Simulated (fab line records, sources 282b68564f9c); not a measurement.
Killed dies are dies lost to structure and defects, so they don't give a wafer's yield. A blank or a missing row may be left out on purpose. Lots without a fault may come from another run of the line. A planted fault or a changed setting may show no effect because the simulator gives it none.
Split-lot experiment | flow rit_cmos | 5 lots, 23 wafers read, on a route of 202 steps

THE SPLIT
At RIT_PWELL_IMPLANT_08, the setting dose_cm2 was moved away from the recipe's 7e+13 on 7 of the 23 wafers read, by -3.7% to +7.2%. The other wafers ran this setting at the recipe's value.

FROM THE SPLIT TO THE READING: what the file shows between them, 4 steps
- RIT_PWELL_STRIP_09: strips in O2, time 180 s
- RIT_PWELL_TW_MEAS_10
- RIT_WELLDRIVE_ANNEAL_00: time 14700 s
- RIT_WELLDRIVE_RS_MEAS_01: measures by four-point-probe

THE READING
PWELL_RS, in ohm/sq, at RIT_WELLDRIVE_RS_MEAS_02 (measures by four-point-probe). Fault-free wafers of this fab line usually give 429.9 ohm/sq, standard deviation 1 ohm/sq.

wafer  | tool, chamber at the split | dose_cm2 as run | against the recipe | PWELL_RS, ohm/sq | against lot-mates on the recipe
L078.2 | implanter-04, 0            | 7e+13           | recipe             | 427.9            | -
L078.3 | implanter-04, 0            | 7e+13           | recipe             | 429.6            | -
L078.4 | implanter-04, 0            | 7e+13           | recipe             | 430.5            | -
L078.5 | implanter-04, 0            | 7e+13           | recipe             | 430.1            | -
L078.6 | implanter-04, 0            | 7e+13           | recipe             | 429.5            | -
L080.1 | implanter-02, 0            | 7e+13           | recipe             | 429.0            | -
L080.4 | implanter-02, 0            | 7e+13           | recipe             | 428.0            | -
L080.5 | implanter-02, 0            | 7e+13           | recipe             | 428.0            | -
L081.1 | implanter-03, 0            | 6.742e+13       | -3.7%              | 440.0            | +9.4
L081.2 | implanter-03, 0            | 6.742e+13       | -3.7%              | 441.8            | +11.2
L081.3 | implanter-03, 0            | 7e+13           | recipe             | 430.9            | -
L081.5 | implanter-03, 0            | 7e+13           | recipe             | 431.5            | -
L081.6 | implanter-03, 0            | 7e+13           | recipe             | 429.3            | -
L084.2 | implanter-03, 0            | 7e+13           | recipe             | 430.5            | -
L084.3 | implanter-03, 0            | 7e+13           | recipe             | 431.7            | -
L084.4 | implanter-03, 0            | 6.749e+13       | -3.6%              | 442.2            | +11.1
L084.5 | implanter-03, 0            | 6.749e+13       | -3.6%              | 440.8            | +9.7
L084.6 | implanter-03, 0            | 6.749e+13       | -3.6%              | 440.3            | +9.2
L085.1 | implanter-02, 0            | 7e+13           | recipe             | 429.1            | -
L085.2 | implanter-02, 0            | 7e+13           | recipe             | 428.7            | -
L085.3 | implanter-02, 0            | 7.505e+13       | +7.2%              | 411.9            | -17.3
L085.5 | implanter-02, 0            | 7.505e+13       | +7.2%              | 411.9            | -17.3
L085.6 | implanter-02, 0            | 7e+13           | recipe             | 429.8            | -

THE FIT
A straight line over all 23 wafers: PWELL_RS changes by -2.71 ohm/sq for each +1% of dose_cm2; r = -0.99; the points scatter about the line by 1.3 ohm/sq.
The same after taking each lot's own level away (the mean of its wafers on the recipe; 23 wafers): -2.55 ohm/sq for each +1%; r = -0.99; scatter 0.89 ohm/sq.
On that fit, the largest move of dose_cm2 shifts the reading by 18 ohm/sq.
The lots' own levels span 428.33 to 431.10 ohm/sq, that is 2.8 times the standard deviation above.
So the lot-to-lot level changes the slope little: the two slopes agree.
Check: with one of the wafers moved furthest among these (+7.2%) left out of the fit, the line predicts -18.5 ohm/sq for it against its lot-mates. It came out at -17.3 ohm/sq against them.

OTHER SPLITS ON THESE WAFERS
These wafers also went through other splits before the reading. Each is held against what the fit with the lots' levels taken away leaves over:
other split on the same wafers | wafers away from the commonest value | r with PWELL_RS (lot level and that fit taken away)
RIT_ACTIVE_CVD_03 time_s       | 15                                   | -0.11
RIT_ACTIVE_EXPOSE_08 dose_mj   | 5                                    | +0.02
RIT_FOX1_OXIDATION_00 temp_c   | 10                                   | -0.07
RIT_NWELL_IMPLANT_08 dose_cm2  | 7                                    | -0.11

THE WHOLE CHAIN: every reading that the file lists as answering this split, in the file's order
step                     | what it does                 | reading  | change (the file's fit)           | r (the file's)
RIT_PWELL_TW_MEAS_10     |                              | PWELL_TW | +3.28 for each +1% of the setting | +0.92
RIT_WELLDRIVE_RS_MEAS_02 | measures by four-point-probe | PWELL_RS | -2.53 for each +1% of the setting | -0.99

THE FILE'S OWN FIT
PWELL_RS changes by -2.53 ohm/sq for each +1% of dose_cm2, r = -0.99.
